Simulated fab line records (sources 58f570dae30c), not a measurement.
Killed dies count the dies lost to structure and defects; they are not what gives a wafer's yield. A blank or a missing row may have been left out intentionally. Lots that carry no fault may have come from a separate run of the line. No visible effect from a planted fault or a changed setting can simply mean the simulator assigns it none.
fab line records :: flow berkeley_cmos170 :: part 2 of 2: steps 29 to 40 of 40
record:
  lots: 5
  wafers: 15
  last_day: 12
route steps=331 shown NSD@188 BACKSIDE@199 SDANNEAL@204 PSD@206 PLDD@208 NLDD@209 SILICIDE@210 CONTACT@216
lots that met no fault: taken from a fault-free run of the same line
start_h: hours from the record's opening day to when the first of the lot's shown wafers began :: wait_h: time in hours since the lot's previous step :: " repeats the value in the row above :: L1.1+2: several wafers, shown together as one row :: - no value, or no start was given :: * or withheld: withheld :: < > ~ a bound
route shown NAME@n: a module of which the file shows steps, and the number in the route of the first :: usual: average and standard deviation across the fault-free wafers :: same: alike in all rows :: chamber/n: place in a boat :: sites: each site's reading :: _std_site: how widely they spread, as a standard deviation :: _edge_site: inner sites' mean taken away from outer sites' mean :: radius_mm: how far each site lies from the wafer's centre :: mask NAME#n: copy n :: behind: the last tool/chamber to shape the wafer :: hold: cause of the lot's hold/its duration in hours/its outcome :: device: the n, p or np transistor that did not switch :: end of line: tests run on the same wafers once the route is complete :: step lacking rows: just its recipe :: killed: at the first sort, the dies lost to defects and structure; wafer yield is something else :: map: per-die view of a wafer (x killed, . not killed, _ where there is no die)
set.NAME: the setting as run; set.NAME@STEP: as run at that earlier step :: model.NAME: the simulator's own value behind a step, which no gauge read
certain route steps with their lots: each step a table, each wafer a row
services: the hour from which a tool's chamber was out of use, counted from the record's first day as start_h (under 0 if before that day), plus the number of hours and why
== steps ==
step: UCB170_CONTACT_CLEAN_00
recipe:
  chemistry: SPM
  temp_c: 120
  time_s: 600
lot.wafer: L082.1+3+6
tool: wet_bench-03
chamber: 2
start_h: 165.87
wait_h: 0.0

lot.wafer: L084.2+3+4
tool: wet_bench-01
chamber: 3
start_h: 180.75
wait_h: 0.0

lot.wafer: L087.3+4+5
tool: wet_bench-03
chamber: 1
start_h: 187.58
wait_h: 0.0

lot.wafer: L096.3+4+5
tool: wet_bench-03
chamber: 3
start_h: 245.05
wait_h: 0.0

lot.wafer: L097.3+4+5
tool: wet_bench-02
chamber: 0
start_h: 254.51
wait_h: 0.0
step: UCB170_CONTACT_CVD_01
recipe:
  material: PSG
  target_thk_nm: 700
  temp_c: 450
  precursor: SiH4/O2/PH3
  time_s: 2820
  pressure_mtorr: 300
  sih4_flow_sccm: 60
  o2_flow_sccm: 90
  ph3_flow_sccm: 25
usual:
  spike_tc_source_C: 469.4/1.9
lot.wafer: L082.1
tool: lpcvd-01
chamber: 1
start_h: 166.04
wait_h: 0.0
spike_tc_source_C: 469.7

lot.wafer: L082.3
tool: lpcvd-01
chamber: 1
start_h: 166.04
wait_h: 0.0
spike_tc_source_C: 468.4

lot.wafer: L082.6
tool: lpcvd-01
chamber: 1
start_h: 166.04
wait_h: 0.0
spike_tc_source_C: 470.4

lot.wafer: L084.2
tool: lpcvd-02
chamber: 0
start_h: 182.04
wait_h: 1.1
spike_tc_source_C: 472.8

lot.wafer: L084.3
tool: lpcvd-02
chamber: 0
start_h: 182.04
wait_h: 1.1
spike_tc_source_C: 472.8

lot.wafer: L084.4
tool: lpcvd-02
chamber: 0
start_h: 182.04
wait_h: 1.1
spike_tc_source_C: 472.3

lot.wafer: L087.3
tool: lpcvd-02
chamber: 1
start_h: 189.27
wait_h: 1.5
spike_tc_source_C: 468.7

lot.wafer: L087.4
tool: lpcvd-02
chamber: 1
start_h: 189.27
wait_h: 1.5
spike_tc_source_C: 467.7

lot.wafer: L087.5
tool: lpcvd-02
chamber: 1
start_h: 189.27
wait_h: 1.5
spike_tc_source_C: 470.0

lot.wafer: L096.3
tool: lpcvd-02
chamber: 1
start_h: 245.22
wait_h: 0.0
spike_tc_source_C: 469.2

lot.wafer: L096.4
tool: lpcvd-02
chamber: 1
start_h: 245.22
wait_h: 0.0
spike_tc_source_C: 469.7

lot.wafer: L096.5
tool: lpcvd-02
chamber: 1
start_h: 245.22
wait_h: 0.0
spike_tc_source_C: 469.5

lot.wafer: L097.3
tool: lpcvd-02
chamber: 1
start_h: 254.70
wait_h: 0.0
spike_tc_source_C: 468.1

lot.wafer: L097.4
tool: lpcvd-02
chamber: 1
start_h: 254.70
wait_h: 0.0
spike_tc_source_C: 469.1

lot.wafer: L097.5
tool: lpcvd-02
chamber: 1
start_h: 254.70
wait_h: 0.0
spike_tc_source_C: 469.2
step: UCB170_CONTACT_THK_MEAS_02
recipe:
  reads: PSG_of_CONTACT_CVD_01
usual:
  CONTACT_PSG_THK: 700/6.4
lot.wafer: L082.1
tool: film_metro-01
chamber: -
start_h: 167.82
wait_h: 0.0
CONTACT_PSG_THK[nm]: 697

lot.wafer: L082.3
tool: film_metro-01
chamber: -
start_h: 167.82
wait_h: 0.0
CONTACT_PSG_THK[nm]: 698

lot.wafer: L082.6
tool: film_metro-01
chamber: -
start_h: 167.82
wait_h: 0.0
CONTACT_PSG_THK[nm]: 701

lot.wafer: L084.2
tool: film_metro-03
chamber: -
start_h: 183.83
wait_h: 0.0
CONTACT_PSG_THK[nm]: 698

lot.wafer: L084.3
tool: film_metro-03
chamber: -
start_h: 183.83
wait_h: 0.0
CONTACT_PSG_THK[nm]: 698

lot.wafer: L084.4
tool: film_metro-03
chamber: -
start_h: 183.83
wait_h: 0.0
CONTACT_PSG_THK[nm]: 701

lot.wafer: L087.3
tool: film_metro-03
chamber: -
start_h: 191.07
wait_h: 0.0
CONTACT_PSG_THK[nm]: 695

lot.wafer: L087.4
tool: film_metro-03
chamber: -
start_h: 191.07
wait_h: 0.0
CONTACT_PSG_THK[nm]: 692

lot.wafer: L087.5
tool: film_metro-03
chamber: -
start_h: 191.07
wait_h: 0.0
CONTACT_PSG_THK[nm]: 690

lot.wafer: L096.3
tool: film_metro-01
chamber: -
start_h: 247.03
wait_h: 0.0
CONTACT_PSG_THK[nm]: 695

lot.wafer: L096.4
tool: film_metro-01
chamber: -
start_h: 247.03
wait_h: 0.0
CONTACT_PSG_THK[nm]: 698

lot.wafer: L096.5
tool: film_metro-01
chamber: -
start_h: 247.03
wait_h: 0.0
CONTACT_PSG_THK[nm]: 693

lot.wafer: L097.3
tool: film_metro-03
chamber: -
start_h: 256.50
wait_h: 0.0
CONTACT_PSG_THK[nm]: 705

lot.wafer: L097.4
tool: film_metro-03
chamber: -
start_h: 256.50
wait_h: 0.0
CONTACT_PSG_THK[nm]: 700

lot.wafer: L097.5
tool: film_metro-03
chamber: -
start_h: 256.50
wait_h: 0.0
CONTACT_PSG_THK[nm]: 693
step: UCB170_CONTACT_HMDS_03
recipe:
  prime_time_s: 60
  prime_temp_c: 100
lot.wafer: L082.1+3+6
tool: litho_track-04
chamber: 0
start_h: 167.88
wait_h: 0.1

lot.wafer: L084.2+3+4
tool: litho_track-04
chamber: 0
start_h: 184.06
wait_h: 0.2

lot.wafer: L087.3+4+5
tool: litho_track-03
chamber: 0
start_h: 191.16
wait_h: 0.1

lot.wafer: L096.3+4+5
tool: litho_track-01
chamber: 0
start_h: 247.12
wait_h: 0.1

lot.wafer: L097.3+4+5
tool: litho_track-01
chamber: 0
start_h: 256.59
wait_h: 0.1
step: UCB170_CONTACT_COAT_04
recipe:
  resist: KrF
  spin_rpm: 1500
  resist_thk_nm: 900
lot.wafer: L082.1+3+6
tool: litho_track-04
chamber: 0
start_h: 168.03
wait_h: 0.1

lot.wafer: L084.2+3+4
tool: litho_track-04
chamber: 0
start_h: 184.21
wait_h: 0.1

lot.wafer: L087.3+4+5
tool: litho_track-03
chamber: 0
start_h: 191.31
wait_h: 0.1

lot.wafer: L096.3+4+5
tool: litho_track-01
chamber: 0
start_h: 247.27
wait_h: 0.1

lot.wafer: L097.3+4+5
tool: litho_track-01
chamber: 0
start_h: 256.74
wait_h: 0.1
step: UCB170_CONTACT_SOFTBAKE_05
recipe:
  resist: KrF
  temp_c: 130
  time_s: 60
usual:
  heater_power_total_W: 56.80/0.043
lot.wafer: L082.1
tool: litho_track-04
chamber: 0
start_h: 168.18
wait_h: 0.1
heater_power_total_W: 56.85

lot.wafer: L082.3
tool: litho_track-04
chamber: 0
start_h: 168.18
wait_h: 0.1
heater_power_total_W: 56.78

lot.wafer: L082.6
tool: litho_track-04
chamber: 0
start_h: 168.18
wait_h: 0.1
heater_power_total_W: 56.76

lot.wafer: L084.2
tool: litho_track-04
chamber: 0
start_h: 184.36
wait_h: 0.1
heater_power_total_W: 56.73

lot.wafer: L084.3
tool: litho_track-04
chamber: 0
start_h: 184.36
wait_h: 0.1
heater_power_total_W: 56.84

lot.wafer: L084.4
tool: litho_track-04
chamber: 0
start_h: 184.36
wait_h: 0.1
heater_power_total_W: 56.82

lot.wafer: L087.3
tool: litho_track-03
chamber: 0
start_h: 191.46
wait_h: 0.1
heater_power_total_W: 56.89

lot.wafer: L087.4
tool: litho_track-03
chamber: 0
start_h: 191.46
wait_h: 0.1
heater_power_total_W: 56.79

lot.wafer: L087.5
tool: litho_track-03
chamber: 0
start_h: 191.46
wait_h: 0.1
heater_power_total_W: 56.79

lot.wafer: L096.3
tool: litho_track-01
chamber: 0
start_h: 247.42
wait_h: 0.1
heater_power_total_W: 56.84

lot.wafer: L096.4
tool: litho_track-01
chamber: 0
start_h: 247.42
wait_h: 0.1
heater_power_total_W: 56.71

lot.wafer: L096.5
tool: litho_track-01
chamber: 0
start_h: 247.42
wait_h: 0.1
heater_power_total_W: 56.77

lot.wafer: L097.3
tool: litho_track-01
chamber: 0
start_h: 256.89
wait_h: 0.1
heater_power_total_W: 56.80

lot.wafer: L097.4
tool: litho_track-01
chamber: 0
start_h: 256.89
wait_h: 0.1
heater_power_total_W: 56.77

lot.wafer: L097.5
tool: litho_track-01
chamber: 0
start_h: 256.89
wait_h: 0.1
heater_power_total_W: 56.74
step: UCB170_CONTACT_STRIP_06
recipe:
  chemistry: O2
  power_w: 400
  pressure_mtorr: 3500
  platen_temp_c: withheld
  o2_flow_sccm: 400
  overash_fraction: 0.5
usual:
  drypump_motor_current_A: 5.8/0.46
  oes_product_au: 0.734/0.0048
  strip_time_to_endpoint_s: 22.00/0.071
lot.wafer: L082.1
tool: plasma_asher-02
chamber: 1
start_h: 168.33
wait_h: 0.1
drypump_motor_current_A: 6.8
oes_product_au: 0.732
rf_hours_counter_h: 43
strip_time_to_endpoint_s: 22.19

lot.wafer: L082.3
tool: plasma_asher-02
chamber: 0
start_h: 168.33
wait_h: 0.1
drypump_motor_current_A: 5.6
oes_product_au: 0.730
rf_hours_counter_h: -
strip_time_to_endpoint_s: 22.14

lot.wafer: L082.6
tool: plasma_asher-02
chamber: 0
start_h: 168.33
wait_h: 0.1
drypump_motor_current_A: 5.7
oes_product_au: 0.730
rf_hours_counter_h: -
strip_time_to_endpoint_s: 22.11

lot.wafer: L084.2
tool: plasma_asher-02
chamber: 0
start_h: 184.48
wait_h: 0.1
drypump_motor_current_A: 5.6
oes_product_au: 0.739
rf_hours_counter_h: 44
strip_time_to_endpoint_s: 22.07

lot.wafer: L084.3
tool: plasma_asher-02
chamber: 1
start_h: 184.48
wait_h: 0.1
drypump_motor_current_A: 6.8
oes_product_au: 0.732
rf_hours_counter_h: -
strip_time_to_endpoint_s: 22.11

lot.wafer: L084.4
tool: plasma_asher-02
chamber: 0
start_h: 184.48
wait_h: 0.1
drypump_motor_current_A: 5.7
oes_product_au: 0.723
rf_hours_counter_h: -
strip_time_to_endpoint_s: 22.07

lot.wafer: L087.3
tool: plasma_asher-04
chamber: 1
start_h: 191.59
wait_h: 0.1
drypump_motor_current_A: 5.5
oes_product_au: 0.734
rf_hours_counter_h: -
strip_time_to_endpoint_s: 21.93

lot.wafer: L087.4
tool: plasma_asher-04
chamber: 0
start_h: 191.59
wait_h: 0.1
drypump_motor_current_A: 5.4
oes_product_au: 0.733
rf_hours_counter_h: -
strip_time_to_endpoint_s: 21.99

lot.wafer: L087.5
tool: plasma_asher-04
chamber: 1
start_h: 191.59
wait_h: 0.1
drypump_motor_current_A: 5.5
oes_product_au: 0.735
rf_hours_counter_h: -
strip_time_to_endpoint_s: 21.99

lot.wafer: L096.3
tool: plasma_asher-02
chamber: 0
start_h: 247.55
wait_h: 0.1
drypump_motor_current_A: 5.6
oes_product_au: 0.743
rf_hours_counter_h: -
strip_time_to_endpoint_s: 21.92

lot.wafer: L096.4
tool: plasma_asher-02
chamber: 1
start_h: 247.55
wait_h: 0.1
drypump_motor_current_A: 6.8
oes_product_au: 0.740
rf_hours_counter_h: -
strip_time_to_endpoint_s: 21.93

lot.wafer: L096.5
tool: plasma_asher-02
chamber: 0
start_h: 247.55
wait_h: 0.1
drypump_motor_current_A: 5.6
oes_product_au: 0.729
rf_hours_counter_h: -
strip_time_to_endpoint_s: 21.89

lot.wafer: L097.3
tool: plasma_asher-03
chamber: 1
start_h: 257.03
wait_h: 0.1
drypump_motor_current_A: 5.9
oes_product_au: 0.733
rf_hours_counter_h: -
strip_time_to_endpoint_s: 22.00

lot.wafer: L097.4
tool: plasma_asher-03
chamber: 0
start_h: 257.03
wait_h: 0.1
drypump_motor_current_A: 5.7
oes_product_au: 0.734
rf_hours_counter_h: -
strip_time_to_endpoint_s: 21.96

lot.wafer: L097.5
tool: plasma_asher-03
chamber: 0
start_h: 257.03
wait_h: 0.1
drypump_motor_current_A: 5.7
oes_product_au: 0.735
rf_hours_counter_h: -
strip_time_to_endpoint_s: 21.98
step: UCB170_CONTACT_CLEAN_07
recipe:
  chemistry: SPM
  temp_c: 120
  time_s: 600
lot.wafer: L082.1+3+6
tool: wet_bench-03
chamber: 1
start_h: 168.43
wait_h: 0.1

lot.wafer: L084.2+3+4
tool: wet_bench-02
chamber: 3
start_h: 184.58
wait_h: 0.1

lot.wafer: L087.3+4+5
tool: wet_bench-03
chamber: 0
start_h: 191.70
wait_h: 0.1

lot.wafer: L096.3+4+5
tool: wet_bench-02
chamber: 1
start_h: 247.62
wait_h: 0.0

lot.wafer: L097.3+4+5
tool: wet_bench-03
chamber: 0
start_h: 257.09
wait_h: 0.0
step: UCB170_CONTACT_RTA_08
recipe:
  temp_c: 900
  time_s: 10
  ambient: N2
usual:
  lamp_power_pct: 22.7/0.47
  wafer_temp_C_max: 904.7/1.1
lot.wafer: L082.1
tool: rtp_anneal-02
chamber: 0
start_h: 168.61
wait_h: 0.0
lamp_power_pct: 23.2
wafer_temp_C_max: 907.0

lot.wafer: L082.3
tool: rtp_anneal-02
chamber: 0
start_h: 168.61
wait_h: 0.0
lamp_power_pct: 23.2
wafer_temp_C_max: 904.5

lot.wafer: L082.6
tool: rtp_anneal-02
chamber: 0
start_h: 168.61
wait_h: 0.0
lamp_power_pct: 23.2
wafer_temp_C_max: 903.5

lot.wafer: L084.2
tool: rtp_anneal-01
chamber: 0
start_h: 184.78
wait_h: 0.0
lamp_power_pct: 22.3
wafer_temp_C_max: 904.2

lot.wafer: L084.3
tool: rtp_anneal-01
chamber: 0
start_h: 184.78
wait_h: 0.0
lamp_power_pct: 22.3
wafer_temp_C_max: 903.2

lot.wafer: L084.4
tool: rtp_anneal-01
chamber: 0
start_h: 184.78
wait_h: 0.0
lamp_power_pct: 22.3
wafer_temp_C_max: 903.2

lot.wafer: L087.3
tool: rtp_anneal-01
chamber: 0
start_h: 191.90
wait_h: 0.0
lamp_power_pct: 22.2
wafer_temp_C_max: 905.4

lot.wafer: L087.4
tool: rtp_anneal-01
chamber: 0
start_h: 191.90
wait_h: 0.0
lamp_power_pct: 22.3
wafer_temp_C_max: 905.8

lot.wafer: L087.5
tool: rtp_anneal-01
chamber: 0
start_h: 191.90
wait_h: 0.0
lamp_power_pct: 22.3
wafer_temp_C_max: 904.8

lot.wafer: L096.3
tool: rtp_anneal-01
chamber: 0
start_h: 247.83
wait_h: 0.0
lamp_power_pct: 22.3
wafer_temp_C_max: 904.8

lot.wafer: L096.4
tool: rtp_anneal-01
chamber: 0
start_h: 247.83
wait_h: 0.0
lamp_power_pct: 22.3
wafer_temp_C_max: 904.4

lot.wafer: L096.5
tool: rtp_anneal-01
chamber: 0
start_h: 247.83
wait_h: 0.0
lamp_power_pct: 22.3
wafer_temp_C_max: 904.0

lot.wafer: L097.3
tool: rtp_anneal-02
chamber: 0
start_h: 257.29
wait_h: 0.0
lamp_power_pct: 23.2
wafer_temp_C_max: 906.2

lot.wafer: L097.4
tool: rtp_anneal-02
chamber: 0
start_h: 257.29
wait_h: 0.0
lamp_power_pct: 23.2
wafer_temp_C_max: 905.1

lot.wafer: L097.5
tool: rtp_anneal-02
chamber: 0
start_h: 257.29
wait_h: 0.0
lamp_power_pct: 23.2
wafer_temp_C_max: 906.7
step: UCB170_CONTACT_COAT_09
recipe:
  resist: BARC
  temp_c: withheld
  time_s: withheld
  spin_rpm: 3000
  resist_thk_nm: withheld
lot.wafer: L082.1+3+6
tool: litho_track-01
chamber: 0
start_h: 168.68
wait_h: 0.1

lot.wafer: L084.2+3+4
tool: litho_track-03
chamber: 0
start_h: 185.39
wait_h: 0.6

lot.wafer: L087.3+4+5
tool: litho_track-03
chamber: 0
start_h: 191.99
wait_h: 0.1

lot.wafer: L096.3+4+5
tool: litho_track-04
chamber: 0
start_h: 247.92
wait_h: 0.1

lot.wafer: L097.3+4+5
tool: litho_track-04
chamber: 0
start_h: 257.44
wait_h: 0.1
step: UCB170_CONTACT_COAT_10
recipe:
  resist: KrF
  spin_rpm: 1500
  resist_thk_nm: 900
lot.wafer: L082.1+3+6
tool: litho_track-01
chamber: 0
start_h: -
wait_h: -

lot.wafer: L084.2+3+4
tool: litho_track-03
chamber: 0
start_h: -
wait_h: -

lot.wafer: L087.3+4+5
tool: litho_track-03
chamber: 0
start_h: -
wait_h: -

lot.wafer: L096.3+4+5
tool: litho_track-04
chamber: 0
start_h: -
wait_h: -

lot.wafer: L097.3+4+5
tool: litho_track-04
chamber: 0
start_h: -
wait_h: -
step: UCB170_CONTACT_SOFTBAKE_11
recipe:
  resist: KrF
  temp_c: 130
  time_s: 60
usual:
  heater_power_total_W: 56.80/0.045
lot.wafer: L082.1
tool: litho_track-01
chamber: 0
start_h: -
wait_h: -
heater_power_total_W: 56.79

lot.wafer: L082.3
tool: litho_track-01
chamber: 0
start_h: -
wait_h: -
heater_power_total_W: 56.95

lot.wafer: L082.6
tool: litho_track-01
chamber: 0
start_h: -
wait_h: -
heater_power_total_W: 56.80

lot.wafer: L084.2
tool: litho_track-03
chamber: 0
start_h: -
wait_h: -
heater_power_total_W: 56.82

lot.wafer: L084.3
tool: litho_track-03
chamber: 0
start_h: -
wait_h: -
heater_power_total_W: 56.78

lot.wafer: L084.4
tool: litho_track-03
chamber: 0
start_h: -
wait_h: -
heater_power_total_W: 56.87

lot.wafer: L087.3
tool: litho_track-03
chamber: 0
start_h: -
wait_h: -
heater_power_total_W: 56.80

lot.wafer: L087.4
tool: litho_track-03
chamber: 0
start_h: -
wait_h: -
heater_power_total_W: 56.81

lot.wafer: L087.5
tool: litho_track-03
chamber: 0
start_h: -
wait_h: -
heater_power_total_W: 56.82

lot.wafer: L096.3
tool: litho_track-04
chamber: 0
start_h: -
wait_h: -
heater_power_total_W: 56.77

lot.wafer: L096.4
tool: litho_track-04
chamber: 0
start_h: -
wait_h: -
heater_power_total_W: 56.78

lot.wafer: L096.5
tool: litho_track-04
chamber: 0
start_h: -
wait_h: -
heater_power_total_W: 56.82

lot.wafer: L097.3
tool: litho_track-04
chamber: 0
start_h: -
wait_h: -
heater_power_total_W: 56.82

lot.wafer: L097.4
tool: litho_track-04
chamber: 0
start_h: -
wait_h: -
heater_power_total_W: 56.76

lot.wafer: L097.5
tool: litho_track-04
chamber: 0
start_h: -
wait_h: -
heater_power_total_W: 56.74
== services ==
tool: lpcvd-02
chamber: -
start_h: 140.94
hours: 6.0
kind: pm

tool: implanter-03
chamber: -
start_h: 142.36
hours: 2.5
kind: repair

tool: krf_scanner-01
chamber: -
start_h: 145.19
hours: 1.3
kind: pm

tool: krf_scanner-02
chamber: -
start_h: 150.61
hours: 1.3
kind: pm

tool: implanter-02
chamber: -
start_h: 152.41
hours: 20.5
kind: pm

tool: pvd_sputter-03
chamber: -
start_h: 160.20
hours: 1.0
kind: repair

tool: krf_scanner-02
chamber: -
start_h: 165.43
hours: 0.9
kind: repair

tool: implanter-03
chamber: -
start_h: 173.52
hours: 20.2
kind: pm

tool: krf_scanner-01
chamber: -
start_h: 175.39
hours: 1.0
kind: pm

tool: krf_scanner-01
chamber: -
start_h: 177.18
hours: 4.0
kind: repair

tool: krf_scanner-02
chamber: -
start_h: 178.76
hours: 0.4
kind: repair

tool: implanter-02
chamber: -
start_h: 179.00
hours: 0.8
kind: repair

tool: krf_scanner-01
chamber: -
start_h: 183.36
hours: 0.5
kind: repair

tool: wet_bench-04
chamber: -
start_h: 189.31
hours: 1.9
kind: repair

tool: implanter-03
chamber: -
start_h: 193.74
hours: 2.8
kind: pm

tool: implanter-03
chamber: -
start_h: 196.50
hours: 4.3
kind: pm

tool: implanter-04
chamber: -
start_h: 199.92
hours: 0.6
kind: repair

tool: implanter-03
chamber: -
start_h: 205.92
hours: 3.9
kind: repair

tool: krf_scanner-01
chamber: -
start_h: 207.30
hours: 2.5
kind: repair

tool: krf_scanner-02
chamber: -
start_h: 212.93
hours: 1.0
kind: pm

tool: lpcvd-01
chamber: -
start_h: 220.08
hours: 6.0
kind: pm

tool: krf_scanner-02
chamber: -
start_h: 251.73
hours: 3.6
kind: pm

tool: plasma_asher-02
chamber: -
start_h: 256.22
hours: 4.7
kind: repair

tool: lpcvd-01
chamber: -
start_h: 257.78
hours: 1.0
kind: repair
